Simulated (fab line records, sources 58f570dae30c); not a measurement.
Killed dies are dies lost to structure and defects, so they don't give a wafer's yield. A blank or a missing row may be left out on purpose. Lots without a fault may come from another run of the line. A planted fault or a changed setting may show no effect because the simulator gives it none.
Which tool did it? | flow berkeley_cmos170 | 14 lots, 42 wafers sampled, at 5 steps of a route of 331

WHAT THE GAUGES READ, wafer by wafer
UCB170_ACTIVE_THK_MEAS_06.
lot  | measured    | on            | ACTIVE_NITRIDE_THK (nm)
L693 | day 4 02:38 | film_metro-04 | 219.5 220.7 218.8
L695 | day 4 11:36 | film_metro-02 | 220.3 222.3 221.2
L694 | day 4 11:37 | film_metro-03 | 219.0 219.5 220.3
L696 | day 4 16:42 | film_metro-03 | 219.1 219.1 219.2
L697 | day 4 17:47 | film_metro-03 | 220.0 220.2 221.1
L698 | day 4 17:47 | film_metro-04 | 222.7 222.0 222.6
L700 | day 5 06:56 | film_metro-02 | 219.5 218.6 217.0
L699 | day 5 06:56 | film_metro-03 | 219.0 219.5 218.6
L701 | day 5 17:20 | film_metro-02 | 222.5 222.5 222.4
L705 | day 6 17:38 | film_metro-02 | 219.4 218.5 219.3
L706 | day 6 17:39 | film_metro-04 | 218.4 221.8 219.1
L710 | day 7 17:25 | film_metro-02 | 223.3 221.9 223.9
L712 | day 8 09:53 | film_metro-04 | 217.4 218.6 217.2
L716 | day 9 11:54 | film_metro-02 | 217.0 217.4 218.1

UCB170_FIELD_THK_MEAS_90.
lot  | measured     | on            | FIELD_OXIDE_LEFT_1_THK (nm)
L693 | day 4 20:22  | film_metro-01 | 446 455 449
L695 | day 5 04:14  | film_metro-01 | 440 440 451
L694 | day 5 04:14  | film_metro-03 | 457 457 460
L696 | day 5 10:34  | film_metro-01 | 461 459 460
L697 | day 5 10:41  | film_metro-01 | 443 450 445
L698 | day 5 10:37  | film_metro-01 | 457 455 458
L700 | day 5 22:44  | film_metro-01 | 453 461 463
L699 | day 5 22:45  | film_metro-04 | 475 462 460
L701 | day 6 13:38  | film_metro-01 | 448 451 449
L705 | day 7 13:14  | film_metro-03 | 439 440 437
L706 | day 7 13:13  | film_metro-01 | 433 436 435
L710 | day 8 14:20  | film_metro-04 | 445 442 449
L712 | day 9 06:53  | film_metro-04 | 440 440 435
L716 | day 10 08:40 | film_metro-01 | 446 458 446

UCB170_GATE_CD_MEAS_12: target cd 350 nm.
lot  | measured     | on        | cd_nm (nm)
L693 | day 6 01:05  | cd_sem-02 | 350.2 350.6 350.5
L695 | day 6 07:37  | cd_sem-01 | 351.4 349.6 350.3
L694 | day 6 07:55  | cd_sem-02 | 348.2 346.9 348.8
L696 | day 6 12:10  | cd_sem-02 | 352.3 353.3 353.9
L697 | day 6 11:46  | cd_sem-02 | 348.5 348.1 349.2
L698 | day 6 12:02  | cd_sem-02 | 349.5 350.5 351.5
L700 | day 7 03:23  | cd_sem-01 | 349.4 348.2 350.5
L699 | day 7 03:40  | cd_sem-02 | 349.4 348.7 349.5
L701 | day 8 02:33  | cd_sem-02 | 349.2 350.6 350.7
L705 | day 9 03:10  | cd_sem-01 | 347.4 347.4 347.9
L706 | day 9 03:16  | cd_sem-02 | 349.6 349.9 349.8
L710 | day 10 03:07 | cd_sem-01 | 354.0 353.4 355.2
L712 | day 10 14:02 | cd_sem-01 | 355.4 353.5 354.2
L716 | day 11 21:06 | cd_sem-01 | 350.9 349.7 349.9

UCB170_V2_CD_MEAS_12: target cd 700 nm.
lot  | measured     | on        | cd_nm (nm)
L693 | day 7 07:11  | cd_sem-02 | 701.6 700.1 699.3
L695 | day 7 17:28  | cd_sem-02 | 699.3 698.4 700.6
L694 | day 7 18:30  | cd_sem-02 | 699.4 699.7 701.0
L696 | day 7 23:18  | cd_sem-02 | 696.7 698.2 697.7
L697 | day 7 18:56  | cd_sem-02 | 698.1 697.7 698.1
L698 | day 7 23:01  | cd_sem-01 | 699.8 699.7 700.5
L700 | day 8 17:30  | cd_sem-01 | 699.3 699.9 699.1
L699 | day 8 18:13  | cd_sem-01 | 699.9 700.1 699.5
L701 | day 9 15:28  | cd_sem-01 | 700.1 699.5 700.0
L705 | day 10 20:00 | cd_sem-01 | 698.9 700.0 699.3
L706 | day 10 20:06 | cd_sem-01 | 700.4 701.1 699.8
L710 | day 12 00:06 | cd_sem-01 | 700.1 699.9 698.9
L712 | day 12 11:28 | cd_sem-01 | 698.9 699.7 698.5
L716 | day 13 12:10 | cd_sem-01 | 701.6 700.1 701.6

WHICH TOOL RAN EACH LOT (tool, then ch and the chambers of the sampled wafers, then the start)
lot  | UCB170_GATE_PEB_10
L693 | litho_track-03 ch 0, day 6 00:48
L695 | litho_track-03 ch 0, day 6 07:20
L694 | litho_track-03 ch 0, day 6 07:38
L696 | litho_track-01 ch 0, day 6 11:50
L697 | litho_track-03 ch 0, day 6 11:29
L698 | litho_track-02 ch 0, day 6 11:46
L700 | litho_track-02 ch 0, day 7 03:07
L699 | litho_track-01 ch 0, day 7 03:24
L701 | litho_track-01 ch 0, day 8 02:17
L705 | litho_track-02 ch 0, day 9 02:54
L706 | litho_track-01 ch 0, day 9 02:59
L710 | litho_track-03 ch 0, day 10 02:36
L712 | litho_track-03 ch 0, day 10 13:46
L716 | litho_track-02 ch 0, day 11 20:43
- UCB170_GATE_PEB_10

WHAT THE TOOLS THEMSELVES READ (means of the sampled wafers that have a number; where no wafer has one, the mark that the record gives instead)
UCB170_GATE_PEB_10.
lot  | tool           | chill_plate_temp_C (C) | heater_power_total_W (W) | plate_temp_C (C)
L693 | litho_track-03 | 22.95                  | 56.75                    | 129.99
L695 | litho_track-03 | 23.11                  | 56.80                    | 129.95
L694 | litho_track-03 | 23.04                  | 56.83                    | 130.16
L696 | litho_track-01 | 23.11                  | 56.80                    | 129.89
L697 | litho_track-03 | 22.78                  | 56.80                    | 129.90
L698 | litho_track-02 | 22.98                  | 56.79                    | 130.05
L700 | litho_track-02 | 23.16                  | 56.80                    | 130.00
L699 | litho_track-01 | 22.75                  | 56.77                    | 129.98
L701 | litho_track-01 | 23.02                  | 56.80                    | 130.09
L705 | litho_track-02 | 23.09                  | 56.79                    | 130.03
L706 | litho_track-01 | 23.01                  | 56.82                    | 129.77
L710 | litho_track-03 | 22.96                  | 56.47                    | 129.28
L712 | litho_track-03 | 22.98                  | 56.45                    | 129.41
L716 | litho_track-02 | 23.11                  | 56.79                    | 129.91

THE ANSWER, worked out from the rows above alone
Rule: what is usual is taken from the lots themselves. Put in order of their means at a reading, lots are off if they are a third of the lots or fewer, leave a main group of 4 or more, and stand apart from it by a gap of 3 or more times the standard deviation of the main group's means; of several such gaps the widest counts. A main group whose means are all the same, to the digits that the tables above print for the reading, isn't used. A lot without any number at a reading at which 4 lots or more have one is off too. The other lots that the step has rows for count as sound. The gauges are gone through in route order, then the tools' own readings, and for those a lot's mean is taken as printed above. The first step at which some lot is off is used, and at that step the reading that is off furthest; a lot without a number counts as furthest.
Off: L710, L712, at UCB170_GATE_PEB_10 (heater_power_total_W). The main group: mean 56.80 W, standard deviation 0.02.
A tool fits if, at that step or a process step before it, it ran every lot that is off, and no sound lot after the first of them. One fits: litho_track-03 at UCB170_GATE_PEB_10. Its last sound lot is L697 (day 6 11:29), its first lot that is off L710 (day 10 02:36): a fault that began between those two fits.
The tool's own readings at UCB170_GATE_PEB_10 bear it out: on the lots that are off they differ by more than 5 times the standard deviation of the sound lots' means. heater_power_total_W reads 56.46 W there against 56.80 W on the sound lots; plate_temp_C reads 129.34 C there against 129.98 C on the sound lots.

WHAT THE SIMULATOR HAD PUT IN
Process parameter drift: litho_track-03, from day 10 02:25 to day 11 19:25, at UCB170_GATE_PEB_10. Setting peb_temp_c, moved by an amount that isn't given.
Lots struck among those shown: L710, L712. The rule above found the same.
